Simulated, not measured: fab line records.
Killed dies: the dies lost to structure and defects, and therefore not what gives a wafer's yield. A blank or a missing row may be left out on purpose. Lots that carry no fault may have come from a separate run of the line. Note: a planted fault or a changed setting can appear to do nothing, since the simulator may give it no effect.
Lot-split experiment	flow berkeley-cmos170	5 lots, 23 wafers read, on a route of 331 steps

== ABOUT THE SPLIT ==
At UCB170_ACTIVE_EXPOSE_10 (exposes mask ACTIVE, target cd 1200 nm), the setting dose-mj was moved away from the recipe's 20 on 8 of the 23 wafers read, by -5.9% to +4.0%. The other wafers ran this setting at the recipe's value.

== FROM THE SPLIT TO THE READING: what the file shows between them, 5 steps ==
- UCB170_ACTIVE_PEB_11
- UCB170_ACTIVE_DEVELOP_12: develop time 45 s
- UCB170_ACTIVE_CD_MEAS_13: target cd 1200 nm
- UCB170_ACTIVE_ETCH_15: etches Si3N4 in CH3F/Ar/O2, stops on SiO2, target depth 242 nm, time 151 s
- UCB170_ACTIVE_STRIP_16: strips in O2

== THE READING ==
cd-nm (nm) at UCB170_ACTIVE_CD_MEAS_90, where the cd target is 1200 nm. Typical for fault-free wafers on this fab line: 1199.4 nm, with standard deviation 1.7 nm.

wafer	tool, chamber at the split	dose-mj as run	against the recipe	cd-nm, nm	against lot-mates on the recipe
L074.2	krf-scanner-01, 0	19.41	-2.9%	1204.9	+5.2
L074.3	krf-scanner-01, 0	20	recipe	1199.5	-
L074.4	krf-scanner-01, 0	19.41	-2.9%	1204.4	+4.7
L074.5	krf-scanner-01, 0	20	recipe	1199.6	-
L074.6	krf-scanner-01, 0	20	recipe	1200.1	-
L079.1	krf-scanner-02, 0	20	recipe	1195.9	-
L079.2	krf-scanner-02, 0	20.81	+4.0%	1190.0	-7.4
L079.3	krf-scanner-02, 0	20.81	+4.0%	1190.2	-7.2
L079.5	krf-scanner-02, 0	20	recipe	1198.9	-
L079.6	krf-scanner-02, 0	20.81	+4.0%	1190.8	-6.6
L080.1	krf-scanner-02, 0	20	recipe	1197.0	-
L080.5	krf-scanner-02, 0	20	recipe	1197.5	-
L080.6	krf-scanner-02, 0	20	recipe	1195.4	-
L082.1	krf-scanner-01, 0	20	recipe	1198.8	-
L082.2	krf-scanner-01, 0	20	recipe	1200.5	-
L082.3	krf-scanner-01, 0	20	recipe	1200.8	-
L082.5	krf-scanner-01, 0	20	recipe	1199.3	-
L082.6	krf-scanner-01, 0	20	recipe	1199.3	-
L084.1	krf-scanner-01, 0	20	recipe	1199.9	-
L084.2	krf-scanner-01, 0	18.82	-5.9%	1210.2	+10.3
L084.3	krf-scanner-01, 0	18.82	-5.9%	1210.3	+10.4
L084.4	krf-scanner-01, 0	18.82	-5.9%	1211.8	+11.9
L084.6	krf-scanner-01, 0	20	recipe	1199.9	-

THE FIT
A straight line over all 23 wafers: cd-nm changes by -2.04 nm for each +1% of dose-mj; r = -0.97; the points scatter about the line by 1.4 nm.
The same after taking each lot's own level away (the mean of its wafers on the recipe; 23 wafers): -1.79 nm for each +1%; r = -0.99; scatter 0.78 nm.
The reading moves by 11 nm for the largest change in dose-mj, on that fit.
The span of the lots' own levels, 1196.63 to 1199.90 nm, comes to 1.9 times the standard deviation stated above.
So the lot-to-lot level changes the slope: the two fits differ.
Check: with one of the wafers moved furthest among these (-5.9%) left out of the fit, the line predicts +10.7 nm for it against its lot-mates. Against them it came out at +10.3 nm.

== THE OTHER SPLITS THESE WAFERS WENT THROUGH ==
These wafers also went through other splits before the reading. Each is held against what the fit with the lots' levels taken away leaves over:
other split on the same wafers	wafers away from the commonest value	r with cd-nm (lot level and that fit taken away)
UCB170_START_OXIDATION_02 ox-time-s	15	+0.08
UCB170_NWELL_CVD_04 pressure-mtorr	15	+0.08
UCB170_NWELL_IMPLANT_14 energy-kev	11	+0.01
UCB170_PWELL_COAT_08 resist-thk-nm	7	+0.00
UCB170_ACTIVE_OXIDATION_02 temp-c	18	+0.00

== THE WHOLE CHAIN: every reading that the file lists as answering this split, in the file's order ==
step	what it does	reading	change (the file's fit)	r (the file's)
UCB170_ACTIVE_CD_MEAS_13	target cd 1200 nm	cd-nm	-1.84 nm for each +1% of the setting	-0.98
UCB170_ACTIVE_ETCH_15	etches Si3N4 in CH3F/Ar/O2, stops on SiO2, target depth 242 nm, time 151 s	ACTIVE.cd-nm (the simulator's own value, which no gauge read)	-1.78 nm for each +1% of the setting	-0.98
UCB170_ACTIVE_CD_MEAS_90	target cd 1200 nm	cd-nm	-1.78 nm for each +1% of the setting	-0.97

== THE FILE'S OWN FIT ==
cd-nm changes by -1.78 nm for each +1% of dose-mj, r = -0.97.
